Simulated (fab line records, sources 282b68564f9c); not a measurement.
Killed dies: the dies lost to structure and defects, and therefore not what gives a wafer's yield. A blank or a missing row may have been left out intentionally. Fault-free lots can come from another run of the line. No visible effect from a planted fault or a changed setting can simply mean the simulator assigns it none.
Code-filled problem report in 8D (eight disciplines) form    flow ritCmos    the parts of the form that need people (team, actions taken, sign-off) are left out

1. THE ISSUE
runLengthS at RIT_M1_METAL_ETCH_12 reads a mean of 166.4 s on 6 wafers of 2 lots; wafers without a fault read 193.4 s with a standard deviation of 0.55. Measured from the usual mean, that is -49 standard deviations.
The step: etches Al in Cl2/BCl3, stops on SiO2, time 165 s, target depth 600 nm.
First seen on wafer L309.2, day 5 13:32, on rieMetal-04. The record has a number at this step for 42 wafers belonging to 14 lots. Rule for "out", or "out of limits": more than 4 standard deviations from the usual mean. The rest of the wafers with a number are treated as sound.

2. WHAT IT IS, WHAT IT ISN'T
question                     is                        is not
which readings at this step  runLengthS, oesProductAu  drypumpMotorCurrentA, throttleValvePct
which lots                   L309, L312                L299, L300, L301, L302, L303, L304, L314, L315, L317, L319, L320, L322
which wafers of those lots   all that have a number    -
read on which tools          rieMetal-04               rieMetal-01, rieMetal-02
when                         from day 5 13:32          up to then (18 sound wafers); but 18 sound wafers of L314, L315, L317, L319, L320, L322 came after

3. SUSPECTS, AND WHAT RULES EACH OUT
Counting: a tool at a process step up to the reading stays a suspect if it ran every lot that is out and no sound lot after the first of them.
- rieMetal-04 at RIT_M1_METAL_ETCH_12 (etches Al in Cl2/BCl3, stops on SiO2, time 165 s, target depth 600 nm): kept. Every lot that is out went through it, starting with L309 (day 5 13:32), and after that it ran no sound lot; the last sound lot it ran before then is L303 (day 4 06:59). Out on those wafers are its own readings of oesProductAu, runLengthS.
Left after counting: rieMetal-04 at RIT_M1_METAL_ETCH_12.

4. THE CAUSE (what the simulator had put in)
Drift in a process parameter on rieMetal-04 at RIT_M1_METAL_ETCH_12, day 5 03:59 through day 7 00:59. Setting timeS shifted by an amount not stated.
This tool alone remained once counting was done.

5. THE CHAIN OF EFFECTS, in route order
One row per reading whose mean, taken over the struck wafers that have a number, lies over 3 standard deviations from the usual. Readings are gone through only where the record gives a usual standard deviation; hours: the median, over the lots, of the time from a lot's start at the first step in this table giving one to that lot's start at this step; sigmas: the change measured in usual standard deviations.
hours  step                  reading       usual       on struck wafers  change  sigmas
0      RIT_M1_METAL_ETCH_12  oesProductAu  0.792 a.u.  0.967             +0.175  +16
0      RIT_M1_METAL_ETCH_12  runLengthS    193.4 s     166.4             -27.0   -49
It contains these process steps:
- RIT_M1_METAL_ETCH_12: etches Al in Cl2/BCl3, stops on SiO2, time 165 s, target depth 600 nm.

6. WHAT WOULD HAVE CAUGHT IT SOONER
In this record the first reading out of limits was taken at day 5 13:32, 10 hours after the fault began at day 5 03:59.
